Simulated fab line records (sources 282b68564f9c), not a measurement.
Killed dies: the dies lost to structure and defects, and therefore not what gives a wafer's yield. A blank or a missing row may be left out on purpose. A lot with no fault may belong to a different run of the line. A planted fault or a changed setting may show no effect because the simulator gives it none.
fab line records	flow rit-cmos
[record] lots = 6	wafers = 18	last-day = 7
route steps=202 shown SPACER@127 NSD@131 PSD@142 SDANNEAL@153 PLDD@159 M1@202
lots that met no fault: taken from a fault-free run of the same line
start-h: the number of hours between the record's first day and the start of the first shown wafer of the lot	wait-h: hours since the lot's step before	" the same as in the row above	L1.1+2: a row that stands for several wafers	- no value, or no start given	* or withheld: withheld	< > ~ a bound
route shown NAME@n: NAME is a module with steps in the file, n the number in the route of the first one	usual: mean/standard deviation taken from wafers without a fault	same: alike in all rows	chamber/n: place in a boat	sites: each site's reading	_std_site: standard deviation of those values	_edge_site: outer sites' mean less inner sites'	radius-mm: how far each site lies from the wafer's centre	mask NAME#n: copy n	behind: tool/chamber where the wafer was last shaped	hold: reason for holding the lot/hours on hold/outcome of the hold	device: names the non-switching transistor (n, p or np)	end of line: at the end of the route, the tests of the same wafers	a step without rows: its recipe alone	killed: the dies lost at the first sort to structure and to defects; this is not the yield of the wafer	map: shows each die of a wafer: x if killed, . if not, _ if none is there
set.NAME: the setting that was run; set.NAME@STEP: the one run at that earlier step	model.NAME: the simulator's own value behind a step, which no gauge read
a table for each step, a row for each wafer; lots at some steps of the route
services: a tool's chamber out of use, with start hour (start-h, from the record's first day; less than 0 if before it), hours out, and reason
[[steps]]
[step RIT_SPACER_CLEAN_02]
[recipe] chemistry = SC2	mix = 3:3:50	time-s = 600	temp-c = 75	dry = n2-spin
[step RIT_SPACER_CVD_03]
[recipe] material = Si3N4	target-thk-nm = 250	temp-c = 810	precursor = SiH2Cl2/NH3	time-s = 3300	pressure-mtorr = 300	sih2cl2-flow-sccm = 60	nh3-flow-sccm = 150
[step RIT_SPACER_THK_MEAS_04]
[recipe] reads = Si3N4_of_SPACER_CVD_03
[usual] SPACER_NITRIDE_THK = 248.2/2
lot.wafer	tool	chamber	start-h	wait-h	SPACER_NITRIDE_THK[nm]
L204.2	film-metro-01	-	79.02	0.0	247.6
L204.4	"	-	"	"	246.9
L204.5	"	-	"	"	249.5
L207.1	film-metro-04	-	93.04	0.0	247.3
L207.2	"	-	"	"	245.3
L207.4	"	-	"	"	249.6
L214.4	film-metro-04	-	118.32	0.0	250.0
L214.5	"	-	"	"	245.8
L214.6	"	-	"	"	245.4
L215.4	film-metro-04	-	128.82	0.0	249.5
L215.5	"	-	"	"	248.4
L215.6	"	-	"	"	249.1
L219.2	film-metro-01	-	143.42	0.0	248.3
L219.3	"	-	"	"	247.3
L219.6	"	-	"	"	246.1
L222.1	film-metro-01	-	164.14	0.0	248.4
L222.2	"	-	"	"	249.4
L222.5	"	-	"	"	249.7
[step RIT_SPACER_ETCHBACK_05]
[recipe] target-depth-a = 2500	SF6_flow_sccm = 30	CHF3_flow_sccm = 30	target = Si3N4	chemistry = SF6/CHF3	pressure-mtorr = 40	rf-w = 250	time-s = 240	stop-on = SiO2
[usual] drypump-motor-current-A = 5.6/0.51	oes-product-au = 0.841/0.014	throttle-valve-pct = 10.30/0.1
lot.wafer	tool	chamber	start-h	wait-h	drypump-motor-current-A	oes-product-au	rf-hours-counter-h	throttle-valve-pct
L204.2	rie-diel-04	3	79.07	0.0	5.8	0.850	113	10.21
L204.4	"	2	"	"	5.0	0.839	3	10.34
L204.5	"	2	"	"	5.0	0.844	-	10.34
L207.1	rie-diel-04	0	93.10	0.1	5.1	0.854	83	10.35
L207.2	"	3	"	"	5.8	0.858	113	10.22
L207.4	"	2	"	"	5.0	0.851	3	10.35
L214.4	rie-diel-03	0	118.35	0.0	5.2	0.852	5	10.19
L214.5	"	3	"	"	5.7	0.828	-	10.31
L214.6	"	0	"	"	5.2	0.846	-	10.18
L215.4	rie-diel-01	1	128.85	0.0	5.5	0.827	40	10.26
L215.5	"	2	"	"	6.0	0.824	-	10.38
L215.6	"	3	"	"	6.2	0.822	-	10.00
L219.2	rie-diel-04	2	143.47	0.0	5.0	0.848	4	10.34
L219.3	"	0	"	"	5.1	0.853	83	10.33
L219.6	"	1	"	"	4.9	0.830	-	10.39
L222.1	rie-diel-03	2	164.20	0.1	6.5	0.833	5	10.40
L222.2	"	3	"	"	5.7	0.838	19	10.32
L222.5	"	2	"	"	6.5	0.834	-	10.41
[step RIT_NSD_HMDS_00]
[recipe] prime-time-s = 60	prime-temp-c = 140
[step RIT_NSD_COAT_01]
[recipe] resist = NOVOLAK	spin-rpm = 3250	resist-thk-nm = 1000
[step RIT_NSD_SOFTBAKE_02]
[recipe] resist = NOVOLAK	temp-c = 90	time-s = 60
[step RIT_NSD_EXPOSE_03]
[recipe] mask-id = M9	na = 0.57	target-cd-nm = 40700	dose-mj = 250
[step RIT_NSD_PEB_04]
[recipe] resist = NOVOLAK	temp-c = withheld	time-s = withheld
[step RIT_NSD_DEVELOP_05]
[recipe] resist = NOVOLAK	develop-time-s = 50	dev-temp-c = 23
[step RIT_NSD_OVL_MEAS_06]
[usual] NSD_OVL = -0.7/1.6
lot.wafer	tool	chamber	start-h	wait-h	NSD_OVL[nm]
L204.2	overlay-01	-	80.08	-	-3.4
L204.4	"	-	"	"	-1.6
L204.5	"	-	"	"	-4.0
L207.1	overlay-01	-	94.10	-	3.4
L207.2	"	-	"	"	0.7
L207.4	"	-	"	"	0.7
L214.4	overlay-02	-	119.49	-	-3.7
L214.5	"	-	"	"	-1.3
L214.6	"	-	"	"	0.3
L215.4	overlay-01	-	129.99	-	-0.2
L215.5	"	-	"	"	-0.8
L215.6	"	-	"	"	-1.0
L219.2	overlay-02	-	144.60	-	-0.4
L219.3	"	-	"	"	-0.6
L219.6	"	-	"	"	-2.2
L222.1	overlay-01	-	165.20	-	-3.0
L222.2	"	-	"	"	-3.4
L222.5	"	-	"	"	-3.4
[step RIT_NSD_HARDBAKE_07]
[recipe] resist = NOVOLAK	temp-c = 140	time-s = 60
[step RIT_NSD_IMPLANT_08]
[recipe] species = P	energy-kev = 25	dose-cm2 = 1e+15	tilt-deg = 7
[usual] dose-ions-cm2 = 9.999e+14/1.2e+12	end-station-pressure-torr = 7.5e-06/3.9e-07	faraday-current-uA = 3129/61
lot.wafer	tool	chamber	start-h	wait-h	dose-ions-cm2	end-station-pressure-torr	faraday-current-uA
L204.2	implanter-01	0	80.36	0.1	1.0013e+15	6.8e-06	3015
L204.4	"	0	"	"	9.996e+14	7.7e-06	3149
L204.5	"	0	"	"	9.99e+14	7.6e-06	3220
L207.1	implanter-03	0	94.29	0.1	9.987e+14	8.1e-06	3253
L207.2	"	0	"	"	9.995e+14	7.9e-06	3175
L207.4	"	0	"	"	9.99e+14	7.4e-06	3112
L214.4	implanter-01	0	119.73	0.1	1.5017e+15	8.4e-06	4734
L214.5	"	0	"	"	1.5014e+15	9.2e-06	4650
L214.6	"	0	"	"	1.5031e+15	8.7e-06	4545
L215.4	implanter-02	0	130.23	0.1	9.995e+14	8.4e-06	3188
L215.5	"	0	"	"	9.997e+14	7.2e-06	3050
L215.6	"	0	"	"	9.994e+14	7.4e-06	3208
L219.2	implanter-01	0	144.81	0.1	1.5029e+15	8.7e-06	4608
L219.3	"	0	"	"	1.502e+15	8.4e-06	4577
L219.6	"	0	"	"	1.5029e+15	8.4e-06	4710
L222.1	implanter-03	0	165.39	0.1	9.978e+14	7.9e-06	3179
L222.2	"	0	"	"	9.981e+14	7.3e-06	3111
L222.5	"	0	"	"	9.978e+14	8.3e-06	3154
[step RIT_NSD_STRIP_09]
[recipe] chemistry = O2	time-s = 180	resist = NOVOLAK	platen-temp-c = withheld	power-w = 500	pressure-mtorr = 4000	o2-flow-sccm = 4000
[usual] drypump-motor-current-A = 5.8/0.33
lot.wafer	tool	chamber	start-h	wait-h	drypump-motor-current-A	rf-hours-counter-h
L204.2	plasma-asher-01	0	80.49	0.1	6.2	29
L204.4	"	1	"	"	5.6	-
L204.5	"	1	"	"	5.6	-
L207.1	plasma-asher-03	1	94.44	0.1	5.4	47
L207.2	"	0	"	"	5.8	47
L207.4	"	0	"	"	5.8	-
L214.4	plasma-asher-02	1	119.86	0.1	5.7	-
L214.5	"	0	"	"	6.3	-
L214.6	"	1	"	"	5.7	-
L215.4	plasma-asher-03	1	130.37	0.1	5.3	-
L215.5	"	1	"	"	5.3	-
L215.6	"	0	"	"	5.8	-
L219.2	plasma-asher-01	1	144.93	0.1	5.6	37
L219.3	"	0	"	"	6.2	-
L219.6	"	1	"	"	5.6	-
L222.1	plasma-asher-03	1	165.54	0.1	5.3	53
L222.2	"	0	"	"	5.8	53
L222.5	"	1	"	"	5.3	-
[step RIT_NSD_TW_MEAS_10]
[usual] NSD_TW = 3141/14
lot.wafer	tool	chamber	start-h	wait-h	NSD_TW
L204.2	film-metro-02	-	80.67	0.1	3152
L204.4	"	-	"	"	3155
L204.5	"	-	"	"	3126
L207.1	film-metro-02	-	94.61	0.1	3150
L207.2	"	-	"	"	3163
L207.4	"	-	"	"	3155
L214.4	film-metro-01	-	120.01	0.1	3410
L214.5	"	-	"	"	3369
L214.6	"	-	"	"	3386
L215.4	film-metro-02	-	130.51	0.1	3120
L215.5	"	-	"	"	3132
L215.6	"	-	"	"	3122
L219.2	film-metro-01	-	145.12	0.1	3415
L219.3	"	-	"	"	3391
L219.6	"	-	"	"	3431
L222.1	film-metro-02	-	165.72	0.1	3102
L222.2	"	-	"	"	3112
L222.5	"	-	"	"	3108
[step RIT_PSD_HMDS_00]
[recipe] prime-time-s = 60	prime-temp-c = 140
[step RIT_PSD_COAT_01]
[recipe] resist = NOVOLAK	spin-rpm = 3250	resist-thk-nm = 1000
[step RIT_PSD_SOFTBAKE_02]
[recipe] resist = NOVOLAK	temp-c = 90	time-s = 60
[step RIT_PSD_EXPOSE_03]
[recipe] mask-id = M10	na = 0.57	target-cd-nm = 40900	dose-mj = 250
[step RIT_PSD_PEB_04]
[recipe] resist = NOVOLAK	temp-c = withheld	time-s = withheld
[step RIT_PSD_DEVELOP_05]
[recipe] resist = NOVOLAK	develop-time-s = 50	dev-temp-c = 23
[step RIT_PSD_OVL_MEAS_06]
[usual] PSD_OVL = 1.2/1.6
lot.wafer	tool	chamber	start-h	wait-h	PSD_OVL[nm]
L204.2	overlay-02	-	81.80	-	-0.2
L204.4	"	-	"	"	-2.2
L204.5	"	-	"	"	-1.2
L207.1	overlay-01	-	95.66	-	-0.2
L207.2	"	-	"	"	2.5
L207.4	"	-	"	"	0.4
L214.4	overlay-01	-	121.03	-	1.4
L214.5	"	-	"	"	1.7
L214.6	"	-	"	"	2.7
L215.4	overlay-02	-	131.54	-	1.2
L215.5	"	-	"	"	0.2
L215.6	"	-	"	"	0.9
L219.2	overlay-01	-	146.17	-	-1.0
L219.3	"	-	"	"	-0.7
L219.6	"	-	"	"	-1.9
L222.1	overlay-02	-	166.70	-	1.0
L222.2	"	-	"	"	2.2
L222.5	"	-	"	"	2.6
[step RIT_PSD_HARDBAKE_07]
[recipe] resist = NOVOLAK	temp-c = 140	time-s = 60
[step RIT_PSD_IMPLANT_08]
[recipe] species = BF2	energy-kev = 27	dose-cm2 = 5e+15	tilt-deg = 7
[step RIT_PSD_STRIP_09]
[recipe] chemistry = O2	time-s = 180	resist = NOVOLAK	platen-temp-c = withheld	power-w = 500	pressure-mtorr = 4000	o2-flow-sccm = 4000
[usual] drypump-motor-current-A = 5.7/0.3
lot.wafer	tool	chamber	start-h	wait-h	drypump-motor-current-A	rf-hours-counter-h
L204.2	plasma-asher-03	0	82.32	0.1	5.8	46
L204.4	"	0	"	"	5.8	-
L204.5	"	1	"	"	5.4	-
L207.1	plasma-asher-04	0	96.00	0.1	5.3	40
L207.2	"	1	"	"	5.7	40
L207.4	"	1	"	"	5.7	-
L214.4	plasma-asher-04	1	121.41	0.1	5.7	-
L214.5	"	1	"	"	5.7	-
L214.6	"	0	"	"	5.4	-
L215.4	plasma-asher-01	1	131.91	0.1	5.6	-
L215.5	"	0	"	"	6.2	-
L215.6	"	1	"	"	5.6	-
L219.2	plasma-asher-01	1	146.50	0.1	5.6	37
L219.3	"	0	"	"	6.2	-
L219.6	"	0	"	"	6.2	-
L222.1	plasma-asher-04	0	167.12	0.1	5.3	5
L222.2	"	1	"	"	5.7	5
L222.5	"	0	"	"	5.3	-
[step RIT_PSD_TW_MEAS_10]
[usual] PSD_TW = 3448/18
lot.wafer	tool	chamber	start-h	wait-h	PSD_TW
L204.2	film-metro-01	-	82.50	0.1	3475
L204.4	"	-	"	"	3472
L204.5	"	-	"	"	3455
L207.1	film-metro-01	-	96.17	0.1	3456
L207.2	"	-	"	"	3460
L207.4	"	-	"	"	3448
L214.4	film-metro-02	-	121.56	0.1	3464
L214.5	"	-	"	"	3453
L214.6	"	-	"	"	3465
L215.4	film-metro-01	-	132.06	0.1	3453
L215.5	"	-	"	"	3441
L215.6	"	-	"	"	3441
L219.2	film-metro-01	-	146.68	0.1	3445
L219.3	"	-	"	"	3438
L219.6	"	-	"	"	3447
L222.1	film-metro-02	-	167.31	0.1	3436
L222.2	"	-	"	"	3426
L222.5	"	-	"	"	3450
[step RIT_SDANNEAL_CLEAN_00]
[recipe] chemistry = SC1	mix = 3:3:50	time-s = 600	temp-c = 75
[step RIT_SDANNEAL_CLEAN_01]
[recipe] chemistry = dHF	dilution = 50:1	time-s = 30
[step RIT_SDANNEAL_CLEAN_02]
[recipe] chemistry = SC2	mix = 3:3:50	time-s = 600	temp-c = 75	dry = n2-spin
[step RIT_SDANNEAL_RTA_03]
[recipe] temp-c = 1050	time-s = 5	idle-temp-c = 600	ramp-up-c-per-s = 342	ramp-down-c-per-s = 171	cool-to-c = 600	ambient = N2
[usual] chamber-o2-ppm = 1.999/0.022	wafer_temp_C_max = 1053.5/1.2
lot.wafer	tool	chamber	start-h	wait-h	chamber-o2-ppm	wafer_temp_C_max
L204.2	rtp-anneal-01	0	82.93	0.0	1.962	1052.4
L204.4	"	0	"	"	1.973	1056.7
L204.5	"	0	"	"	1.965	1051.8
L207.1	rtp-anneal-02	0	96.60	0.0	1.967	1052.3
L207.2	"	0	"	"	1.974	1053.7
L207.4	"	0	"	"	2.019	1054.7
L214.4	rtp-anneal-01	0	121.98	0.0	1.989	1052.7
L214.5	"	0	"	"	1.963	1054.3
L214.6	"	0	"	"	1.999	1052.9
L215.4	rtp-anneal-02	0	132.52	0.0	2.000	1054.5
L215.5	"	0	"	"	2.024	1052.8
L215.6	"	0	"	"	1.995	1053.3
L219.2	rtp-anneal-02	0	147.11	0.0	2.007	1054.1
L219.3	"	0	"	"	2.011	1055.4
L219.6	"	0	"	"	1.988	1053.2
L222.1	rtp-anneal-01	0	167.73	0.0	2.028	1052.4
L222.2	"	0	"	"	2.041	1052.9
L222.5	"	0	"	"	2.034	1053.4
[step RIT_SDANNEAL_RS_MEAS_04]
[recipe] thk-meas-gauge = four-point-probe
[usual] PSD_RS = 115.93/0.28
lot.wafer	tool	chamber	start-h	wait-h	PSD_RS[ohm/sq]
L204.2	film-metro-01	-	83.00	0.1	115.97
L204.4	"	-	"	"	116.06
L204.5	"	-	"	"	116.23
L207.1	film-metro-01	-	96.66	0.0	115.30
L207.2	"	-	"	"	115.35
L207.4	"	-	"	"	115.38
L214.4	film-metro-01	-	122.07	0.1	116.02
L214.5	"	-	"	"	116.11
L214.6	"	-	"	"	115.86
L215.4	film-metro-02	-	132.61	0.1	116.09
L215.5	"	-	"	"	115.79
L215.6	"	-	"	"	115.62
L219.2	film-metro-01	-	147.18	0.1	115.65
L219.3	"	-	"	"	116.11
L219.6	"	-	"	"	116.06
L222.1	film-metro-02	-	167.79	0.0	116.36
L222.2	"	-	"	"	116.42
L222.5	"	-	"	"	116.36
[step RIT_SDANNEAL_RS_MEAS_05]
[recipe] thk-meas-gauge = four-point-probe
[usual] NSD_RS = 84.49/0.27
lot.wafer	tool	chamber	start-h	wait-h	NSD_RS[ohm/sq]
L204.2	film-metro-01	-	83.12	0.1	84.70
L204.4	"	-	"	"	84.65
L204.5	"	-	"	"	84.61
L207.1	film-metro-01	-	96.78	0.1	84.20
L207.2	"	-	"	"	84.43
L207.4	"	-	"	"	84.31
L214.4	film-metro-01	-	122.19	0.1	61.92
L214.5	"	-	"	"	62.18
L214.6	"	-	"	"	61.90
L215.4	film-metro-02	-	132.73	0.1	84.15
L215.5	"	-	"	"	84.32
L215.6	"	-	"	"	84.32
L219.2	film-metro-01	-	147.30	0.1	62.16
L219.3	"	-	"	"	62.22
L219.6	"	-	"	"	62.21
L222.1	film-metro-02	-	167.91	0.1	84.80
L222.2	"	-	"	"	84.43
L222.5	"	-	"	"	84.18
[step RIT_SDANNEAL_RS_MEAS_06]
[recipe] thk-meas-gauge = four-point-probe
[usual] PLDD_RS = 178.6/0.39
lot.wafer	tool	chamber	start-h	wait-h	PLDD_RS[ohm/sq]
L204.2	film-metro-01	-	83.24	0.1	178.0
L204.4	"	-	"	"	178.2
L204.5	"	-	"	"	178.2
L207.1	film-metro-01	-	96.90	0.1	177.9
L207.2	"	-	"	"	178.5
L207.4	"	-	"	"	178.0
L214.4	film-metro-01	-	122.31	0.1	178.6
L214.5	"	-	"	"	178.1
L214.6	"	-	"	"	178.5
L215.4	film-metro-02	-	132.85	0.1	178.3
L215.5	"	-	"	"	178.8
L215.6	"	-	"	"	178.5
L219.2	film-metro-01	-	147.42	0.1	178.6
L219.3	"	-	"	"	178.5
L219.6	"	-	"	"	178.7
L222.1	film-metro-02	-	168.03	0.1	178.6
L222.2	"	-	"	"	178.5
L222.5	"	-	"	"	179.1
[step RIT_M1_PROBE_99]
[usual] killed-at-contacts = 0.0/0.23	killed-at-front-end = 7/3.1	killed-dies = 7/3.1	killed-open = 3.3/2	killed-short = 3.5/1.9
[same] gross-dies = 264	killed_at_M0_to_M3 = 0	killed_at_M4_up = 0	killed-at-back-side = 0	killed-at-other = 0
lot.wafer	tool	chamber	start-h	wait-h	killed-at-contacts	killed-at-front-end	killed-dies	killed-open	killed-short	model.etest.nmos_0p3.r-on-ohm-um	model.etest.nmos_0p15.r-on-ohm-um	model.etest.nmos_0p15.drive-ua-um	model.etest.nmos-narrow.drive-ua-um	model.etest.nmos_0p3.drive-ua-um	model.etest.contact-nplus.end-ohm-um	model.etest.npoly-line.rs-ohm-sq	model.etest.nmos_0p15.tox-inv-nm
L204.2	prober-02	-	90.68	0.1	0	15	15	6	9	2101	1116	468.5	237	232.6	40.77	17.01	4.432
L204.4	prober-02	-	90.78	0.2	0	7	7	3	4	2142	1163	470.8	236.6	233.2	41.21	17.12	4.367
L204.5	prober-02	-	90.83	0.2	0	9	9	4	5	2134	1162	460.4	235.8	229.7	42.69	16.94	4.394
L207.1	prober-01	-	104.20	0.1	0	15	15	9	6	2144	1104	479.3	221.8	226.6	42.02	16.72	4.478
L207.2	prober-01	-	104.25	0.1	0	5	5	3	2	2143	1104	480.4	226.7	230.2	42.77	16.75	4.467
L207.4	prober-01	-	104.35	0.2	0	7	7	3	4	2173	1138	478.5	225.6	228.2	42.05	16.57	4.396
L214.4	prober-02	-	129.54	0.2	0	4	4	3	1	1924	977.9	513.7	253.7	250.2	24.14	16.71	4.193
L214.5	prober-02	-	129.59	0.2	1	4	5	4	1	1957	993.2	509.1	247.8	245.4	24.74	16.6	4.265
L214.6	prober-02	-	129.64	0.2	0	6	6	2	4	1972	1003	499.2	247.4	244.4	24.73	16.69	4.217
L215.4	prober-01	-	140.23	0.2	0	10	10	6	4	2184	1104	471	218.6	219.1	42.2	17.04	4.569
L215.5	prober-01	-	140.28	0.2	0	7	7	4	3	2153	1110	469	222.6	219.2	42.25	16.84	4.493
L215.6	prober-01	-	140.33	0.2	0	9	9	5	4	2148	1114	469.7	224.1	224	41.65	17.04	4.478
L219.2	prober-01	-	154.61	0.1	0	7	7	4	3	1939	1037	509.5	263.9	262.7	24.65	16.43	3.985
L219.3	prober-01	-	154.66	0.2	0	0	0	0	0	1955	1047	498.4	254.8	255.3	24.18	16.34	4.072
L219.6	prober-01	-	154.81	0.2	0	7	7	4	3	1931	1040	496.2	254	254.9	24.42	16.3	4.04
L222.1	prober-02	-	175.24	0.1	0	14	14	10	4	2133	1140	466.2	227.2	226	42.69	17.07	4.479
L222.2	prober-02	-	175.29	0.1	0	6	6	2	4	2137	1107	477.9	227.4	226.5	42.39	17.06	4.515
L222.5	prober-02	-	175.44	0.2	0	9	9	4	5	2107	1102	480	230.7	229	42.07	16.98	4.46
// killed by level:class
L204.2 GATE:geometric-particle:short=5 GATE:geometric-particle:open=3 SILICIDE:geometric-particle:open=3 FOX1:geometric-particle:short=1 FOX2:geometric-particle:short=1 REOX:geometric-particle:short=1 SILICIDE:geometric-particle:short=1
L204.4 GATE:geometric-particle:short=2 GATE:geometric-particle:open=2 FOX1:geometric-particle:open=1 REOX:geometric-particle:short=1 SILICIDE:geometric-particle:short=1
L204.5 SILICIDE:geometric-particle:short=4 GATE:geometric-particle:open=2 FOX1:geometric-particle:open=1 FOX1:geometric-particle:short=1 FOX2:geometric-particle:open=1
L207.1 GATE:geometric-particle:open=4 FOX1:geometric-particle:short=3 FOX1:geometric-particle:open=2 REOX:geometric-particle:open=2 SPACER:geometric-particle:short=2 FOX2:geometric-particle:open=1 REOX:geometric-particle:short=1
L207.2 FOX1:geometric-particle:open=1 GATE:geometric-particle:open=1 GATE:geometric-particle:short=1 REOX:geometric-particle:short=1 SPACER:geometric-particle:open=1
L207.4 FOX2:geometric-particle:short=2 GATE:geometric-particle:open=2 FOX1:geometric-particle:short=1 REOX:geometric-particle:short=1 SPACER:geometric-particle:open=1
L214.4 GATE:geometric-particle:open=2 FOX1:geometric-particle:open=1 REOX:geometric-particle:short=1
L214.5 SPACER:geometric-particle:open=3 REOX:geometric-particle:short=1 CONTACT:geometric-particle:open=1
L214.6 FOX1:geometric-particle:open=1 GATE:geometric-particle:short=1 GATE:geometric-particle:open=1 REOX:geometric-particle:short=1 SPACER:geometric-particle:short=1 SILICIDE:geometric-particle:short=1
L215.4 GATE:geometric-particle:short=3 GATE:geometric-particle:open=3 FOX1:geometric-particle:open=1 FOX2:geometric-particle:open=1 REOX:geometric-particle:short=1 REOX:geometric-particle:open=1
L215.5 GATE:geometric-particle:short=2 REOX:geometric-particle:open=2 FOX1:geometric-particle:open=1 REOX:geometric-particle:short=1 SILICIDE:geometric-particle:open=1
L215.6 GATE:geometric-particle:short=3 FOX1:geometric-particle:open=2 GATE:geometric-particle:open=2 FOX1:geometric-particle:short=1 REOX:geometric-particle:open=1
L219.2 GATE:geometric-particle:open=3 GATE:geometric-particle:short=2 FOX1:geometric-particle:short=1 SILICIDE:geometric-particle:open=1
L219.3
L219.6 GATE:geometric-particle:short=2 SPACER:geometric-particle:open=2 FOX1:geometric-particle:open=1 FOX2:geometric-particle:open=1 SILICIDE:geometric-particle:short=1
L222.1 GATE:geometric-particle:open=6 SILICIDE:geometric-particle:open=3 FOX1:geometric-particle:short=1 GATE:geometric-particle:short=1 SPACER:geometric-particle:short=1 SPACER:geometric-particle:open=1 SILICIDE:geometric-particle:short=1
L222.2 GATE:geometric-particle:short=2 GATE:geometric-particle:open=1 SPACER:geometric-particle:open=1 SPACER:geometric-particle:short=1 SILICIDE:geometric-particle:short=1
L222.5 GATE:geometric-particle:short=4 REOX:geometric-particle:open=2 FOX1:geometric-particle:short=1 FOX1:geometric-particle:open=1 SILICIDE:geometric-particle:open=1
[[services]]
tool	chamber	start-h	hours	kind
rie-diel-01	0	56.66	6.4	repair
implanter-03	-	56.98	3.0	pm
rie-diel-04	3	57.05	10.8	repair
plasma-asher-04	-	62.61	0.7	repair
implanter-02	-	63.11	2.1	repair
implanter-02	-	69.34	3.1	repair
rie-diel-01	1	72.72	9.4	repair
implanter-01	-	74.24	4.2	repair
rie-diel-01	3	79.12	24.8	repair
implanter-03	-	89.18	1.5	repair
plasma-asher-04	-	91.79	1.4	repair
implanter-02	-	96.11	2.3	repair
plasma-asher-04	-	99.32	2.8	repair
plasma-asher-04	-	108.75	9.0	pm
plasma-asher-04	0	108.75	9.0	vent-cycle
rie-diel-01	3	109.01	5.2	repair
rie-diel-01	0	109.79	5.3	repair
rie-diel-01	1	131.37	7.8	repair
plasma-asher-03	-	141.43	21.0	repair
implanter-03	-	142.11	2.8	repair
rie-diel-04	1	156.96	3.3	repair
implanter-02	-	157.54	5.0	pm
rie-diel-03	0	160.22	8.5	repair
plasma-asher-04	-	167.71	2.4	repair
[[key]]
[first-sign] step = RIT_NSD_IMPLANT_08	reading = dose-ions-cm2	direction = up	sigmas = 99+	usual = 9.999e+14	struck = 1.5023e+15
[effect] step = RIT_NSD_IMPLANT_08	reading = faraday-current-uA	direction = up	sigmas = 25	usual = 3129	struck = 4637
[effect] step = RIT_NSD_TW_MEAS_10	reading = NSD_TW	direction = up	sigmas = 19	usual = 3141	struck = 3400
[effect] step = RIT_SDANNEAL_RS_MEAS_05	reading = NSD_RS	direction = down	sigmas = 83	usual = 84.49	struck = 62.10
[model-effect] step = RIT_M1_PROBE_99	value = etest.nmos_0p3.r-on-ohm-um	without = 2086	struck = 1946
met-at RIT_NSD_IMPLANT_08
struck-wafers L214.4,L214.5,L214.6,L219.2,L219.3,L219.6
tester-left-out L214,L219
onset-between 80.36 119.73
[fault] kind = process-parameter-drift	tool = implanter-01	chamber = -	onset-h = 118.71	steps = RIT_NSD_IMPLANT_08	channel = dose-cm2	offset = 5.0272e+14	shape = step	end-h = 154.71	acts-in = these-recipes-only	stated = 1e+15
// tester-left-out: of these lots the tester's yield and bins aren't shown, on N5 and GAA mostly nor the transistor test; their killed dies are dies lost to structure and defects alone, not to doping, threshold or leakage, so they don't give the yield
